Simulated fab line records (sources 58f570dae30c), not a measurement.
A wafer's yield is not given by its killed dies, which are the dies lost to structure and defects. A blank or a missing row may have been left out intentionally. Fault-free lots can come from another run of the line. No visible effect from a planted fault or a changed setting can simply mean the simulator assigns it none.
The tool behind it: which one? | flow berkeley cmos170 | Sampling: 15 lots, 45 wafers, 4 of 331 route steps

== WHAT THE GAUGES READ, wafer by wafer ==
UCB170_SDANNEAL_RS_MEAS_02: uses a four-point probe to measure. Usual: PSD_RS 75.7 ohm/sq, standard deviation 0.31.
lot  | measured     | on            | PSD_RS (ohm/sq) | flag
L834 | day 7 09:16  | film metro-04 | 75.1 75.1 75.5  |
L837 | day 7 17:27  | film metro-04 | 75.8 75.9 75.4  |
L835 | day 7 19:17  | film metro-03 | 75.8 75.9 75.8  |
L836 | day 7 19:19  | film metro-02 | 75.8 75.4 75.3  |
L838 | day 8 14:23  | film metro-04 | 75.5 75.6 75.3  |
L839 | day 8 13:34  | film metro-02 | 75.7 75.5 75.6  |
L843 | day 9 00:35  | film metro-02 | 75.4 75.7 75.2  |
L844 | day 9 00:13  | film metro-03 | 75.8 75.9 75.5  |
L847 | day 10 05:27 | film metro-03 | 76.3 75.9 76.2  |
L848 | day 10 05:33 | film metro-02 | 75.7 75.9 76.1  |
L849 | day 10 04:53 | film metro-03 | 76.3 76.3 76.1  |
L851 | day 11 03:34 | film metro-03 | 75.6 75.9 75.7  |
L855 | day 11 17:22 | film metro-03 | 76.0 76.1 75.9  |
L856 | day 11 17:38 | film metro-02 | 75.4 75.8 75.3  |
L857 | day 12 00:20 | film metro-04 | 75.6 75.5 75.3  |

UCB170_M3_CD_MEAS_15: the cd target is 700 nm. Usual: 699.8 nm for cd nm, sd 1.3.
lot  | measured     | on        | cd nm (nm)        | flag
L834 | day 8 06:22  | cd sem-02 | 700.1 699.6 700.7 |
L837 | day 8 15:46  | cd sem-01 | 700.1 700.4 699.1 |
L835 | day 8 18:52  | cd sem-01 | 698.4 699.3 699.0 |
L836 | day 8 17:20  | cd sem-01 | 699.0 699.0 697.9 |
L838 | day 9 11:12  | cd sem-01 | 698.3 698.1 698.0 |
L839 | day 9 09:07  | cd sem-02 | 700.3 700.0 701.5 |
L843 | day 10 01:07 | cd sem-01 | 700.8 700.2 700.5 |
L844 | day 10 00:50 | cd sem-01 | 701.6 701.1 701.5 |
L847 | day 11 07:35 | cd sem-02 | 700.5 699.7 699.8 |
L848 | day 11 11:25 | cd sem-02 | 699.9 698.0 698.9 |
L849 | day 11 05:03 | cd sem-01 | 698.3 699.5 700.2 |
L851 | day 11 23:40 | cd sem-01 | 699.2 698.7 700.4 |
L855 | day 12 13:12 | cd sem-02 | 700.3 700.4 699.3 |
L856 | day 12 15:03 | cd sem-01 | 699.8 699.0 699.3 |
L857 | day 12 22:29 | cd sem-02 | 700.8 701.4 702.0 |

UCB170_M3_BOW_MEAS_20. Usual: M3_BOW 35 um, standard deviation 7.3.
lot  | measured     | on            | M3_BOW (um) | flag
L834 | day 8 06:58  | film metro-02 | 28 36 34    |
L837 | day 8 16:23  | film metro-04 | 22 32 39    |
L835 | day 8 19:29  | film metro-02 | 33 45 40    |
L836 | day 8 18:03  | film metro-03 | 38 51 45    |
L838 | day 9 11:49  | film metro-04 | 34 26 33    |
L839 | day 9 09:43  | film metro-02 | 38 22 28    |
L843 | day 10 01:44 | film metro-02 | 33 33 45    |
L844 | day 10 01:32 | film metro-04 | 39 31 36    |
L847 | day 11 08:11 | film metro-03 | 31 33 35    |
L848 | day 11 12:02 | film metro-04 | 29 30 48    |
L849 | day 11 05:39 | film metro-02 | 27 33 29    |
L851 | day 12 00:17 | film metro-02 | 33 35 35    |
L855 | day 12 13:48 | film metro-03 | 41 26 23    |
L856 | day 12 15:39 | film metro-03 | 27 47 44    |
L857 | day 12 23:05 | film metro-04 | 37 44 30    |

== WHAT TOOL EACH LOT RAN ON (gives the tool, then ch and the chambers of the sampled wafers, and finally the start) ==
lot  | UCB170_PWELL_CLEAN_00
L834 | wet bench-01 ch 1, day 2 15:31
L837 | wet bench-04 ch 1, day 3 01:35
L835 | wet bench-04 ch 1, day 3 01:56
L836 | wet bench-01 ch 0, day 3 05:23
L838 | wet bench-01 ch 1, day 3 21:32
L839 | wet bench-01 ch 1, day 3 21:32
L843 | wet bench-04 ch 3, day 4 15:46
L844 | wet bench-04 ch 1, day 4 15:59
L847 | wet bench-01 ch 2, day 5 11:06
L848 | wet bench-01 ch 1, day 5 11:06
L849 | wet bench-01 ch 0, day 5 11:06
L851 | wet bench-02 ch 3, day 6 09:26
L855 | wet bench-04 ch 3, day 6 23:41
L856 | wet bench-04 ch 1, day 6 23:41
L857 | wet bench-02 ch 0, day 7 06:41
- UCB170_PWELL_CLEAN_00: cleans in SPM, time 600 s.

== AS READ BY THE TOOLS THEMSELVES (means over the sampled wafers that have a number; for cases with no such wafer, the mark the record gives instead) ==
The record holds no such reading with a usual standard deviation.

== THE ANSWER, worked out from the rows above alone ==
Rule: lot off if the mean of its wafers having a number is beyond 3 standard deviations from the usual mean. A lot without any number at a reading at which 4 lots or more have one is off too. Where the step has rows for the other lots, those lots are counted as sound. The gauges are gone through in route order, then the tools' own readings, and for those a lot's mean is taken as printed above. At the first step where some lot is off, the reading lying furthest off is the one used; lots without a number count as furthest.
No lot is off at any reading shown: from this, nothing can be told.

== WHAT WAS PUT IN BY THE SIMULATOR ==
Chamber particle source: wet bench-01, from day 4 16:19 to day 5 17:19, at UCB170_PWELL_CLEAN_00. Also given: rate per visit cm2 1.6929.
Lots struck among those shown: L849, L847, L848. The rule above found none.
